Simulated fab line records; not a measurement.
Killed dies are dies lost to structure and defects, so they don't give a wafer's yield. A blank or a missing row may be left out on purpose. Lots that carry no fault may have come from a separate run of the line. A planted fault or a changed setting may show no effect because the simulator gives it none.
Which of the tools did it?	flow rit cmos	at 1 step of a route of 202, 7 lots with 21 wafers sampled

== WHAT EACH GAUGE READ, for each wafer ==
RIT_GATE_CD_MEAS_16: target cd 150 nm.
lot	measured	on	cd nm (nm)
L705	day 2 18:01	cd sem-02	147.6 150.2 149.1
L707	day 3 05:11	cd sem-01	147.5 149.1 147.3
L709	day 3 14:22	cd sem-02	146.9 147.4 145.0
L711	day 4 01:25	cd sem-02	153.6 156.6 151.2
L713	day 4 09:13	cd sem-02	149.9 148.1 145.9
L715	day 4 20:25	cd sem-02	150.0 148.7 151.3
L721	day 6 02:49	cd sem-02	154.1 152.5 152.9

== TOOL THAT RAN EACH LOT (tool first, then ch and the chambers of the sampled wafers, then the start) ==
Before these readings, the record contains no process step.

== THE ANSWER, worked out from the rows above alone ==
Rule: what is usual is taken from the lots themselves. The widest of any qualifying gaps counts: lots, ordered by their means at a reading, are off when they make up no more than a third of the lots, leave a main group of 4 or more, and stand apart from it by 3 or more times the standard deviation of that group's means. The tables above print the reading to a certain number of digits; a main group whose means all agree to those digits is not used. Also off: a lot with no number at a reading for which 4 or more lots have one. The other lots that the step has rows for count as sound.
No lot is off at any reading shown: from this, nothing can be told.

== WHAT THE SIMULATOR HAD PUT IN ==
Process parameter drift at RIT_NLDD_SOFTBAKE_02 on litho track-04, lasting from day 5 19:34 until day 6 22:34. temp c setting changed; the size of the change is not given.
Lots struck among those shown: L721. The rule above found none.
